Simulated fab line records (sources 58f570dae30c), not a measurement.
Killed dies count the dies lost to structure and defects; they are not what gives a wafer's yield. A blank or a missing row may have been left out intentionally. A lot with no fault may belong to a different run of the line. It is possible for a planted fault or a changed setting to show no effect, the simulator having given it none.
Split-lot study    flow berkeley cmos170    route with 331 steps; 5 lots, 23 wafers read

## SPLIT DETAILS
At UCB170_M1_METAL_ETCH_12 (etches Al in Cl2/BCl3, stops on PSG, target depth 780 nm, time 130 s), the setting time s was moved away from the recipe's 130 s on 8 of the 23 wafers read, by -14.5% to -9.7%. This setting was run at the recipe's value on the other wafers.

The reading comes from the split's own step.

## THE READING
oes product au, in a.u., at UCB170_M1_METAL_ETCH_12 (etches Al in Cl2/BCl3, stops on PSG, target depth 780 nm, time 130 s). Typical for fault-free wafers on this fab line: 0.864 a.u., with standard deviation 0.016 a.u.

wafer   tool, chamber at the split  time s as run, s  against the recipe  oes product au, a.u.  against lot-mates on the recipe
L076.1  rie metal-04, 1             130               recipe              0.886                 -
L076.2  rie metal-04, 0             130               recipe              0.847                 -
L076.3  rie metal-04, 1             117.4             -9.7%               0.925                 +0.058
L076.4  rie metal-04, 0             117.4             -9.7%               0.904                 +0.037
L076.5  rie metal-04, 1             117.4             -9.7%               0.937                 +0.071
L078.1  rie metal-03, 0             130               recipe              0.870                 -
L078.4  rie metal-03, 0             130               recipe              0.860                 -
L078.6  rie metal-03, 0             130               recipe              0.869                 -
L081.1  rie metal-04, 1             130               recipe              0.875                 -
L081.2  rie metal-04, 0             130               recipe              0.839                 -
L081.3  rie metal-04, 0             130               recipe              0.846                 -
L081.5  rie metal-04, 1             130               recipe              0.874                 -
L081.6  rie metal-04, 0             130               recipe              0.840                 -
L084.1  rie metal-03, 0             115               -11.5%              0.933                 +0.048
L084.2  rie metal-03, 1             115               -11.5%              0.963                 +0.078
L084.3  rie metal-03, 0             130               recipe              0.877                 -
L084.5  rie metal-03, 0             115               -11.5%              0.944                 +0.058
L084.6  rie metal-03, 1             130               recipe              0.894                 -
L085.2  rie metal-04, 0             130               recipe              0.851                 -
L085.3  rie metal-04, 1             130               recipe              0.873                 -
L085.4  rie metal-04, 0             111.1             -14.5%              0.929                 +0.065
L085.5  rie metal-04, 0             111.1             -14.5%              0.936                 +0.072
L085.6  rie metal-04, 1             130               recipe              0.869                 -

THE FIT
A straight line over all 23 wafers: oes product au changes by -0.00582 a.u. for each +1% of time s; r = -0.89; the points scatter about the line by 0.017 a.u.
The same after taking each lot's own level away (the mean of its wafers on the recipe; 23 wafers): -0.00514 a.u. for each +1%; r = -0.91; scatter 0.013 a.u.
The reading moves by 0.075 a.u. for the largest change in time s, on that fit.
From 0.8548 to 0.8855 a.u.: that is the span of the lots' own levels, equal to 1.9 times the standard deviation above.
Hence the slope depends on the lot-to-lot level, as the two fits are not the same.
Check: +0.0777 a.u. against its lot-mates is what the line predicts for one of the wafers moved furthest among these (-14.5%) when that wafer is left out of the fit. Against them it came out at +0.0647 a.u.
Tool readings at the split's step, against how far the setting was moved: oes product au r = -0.89.

## ADDITIONAL SPLITS CARRIED BY THESE WAFERS
Before the reading, these wafers also passed through other splits. Each is held against what the fit with the lots' levels taken away leaves over:
other split on the same wafers     wafers away from the commonest value  r with oes product au (lot level and that fit taken away)
UCB170_PLDD_COAT_01 resist thk nm  5                                     -0.13
UCB170_NLDD_EXPOSE_03 dose mj      7                                     -0.46
UCB170_NLDD_PEB_04 peb temp c      5                                     +0.15
UCB170_NSD_PEB_04 peb temp c       9                                     -0.11
UCB170_CONTACT_PEB_13 peb temp c   11                                    +0.01
UCB170_M1_COAT_04 spin rpm         10                                    +0.21

## THE WHOLE CHAIN: every reading that the file lists as answering this split, in the file's order
step                     what it does                                                          reading                                                                    change (the file's fit)                    r (the file's)
UCB170_M1_METAL_ETCH_12  etches Al in Cl2/BCl3, stops on PSG, target depth 780 nm, time 130 s  oes product au                                                             -0.00509 a.u. for each +1% of the setting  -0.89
UCB170_M1_METAL_ETCH_12  etches Al in Cl2/BCl3, stops on PSG, target depth 780 nm, time 130 s  KrF_of_M1_COAT_04.thk nm (the simulator's own value, which no gauge read)  -5.46 nm for each +1% of the setting       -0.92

## THE FILE'S OWN FIT
oes product au changes by -0.00509 a.u. for each +1% of time s, r = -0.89.
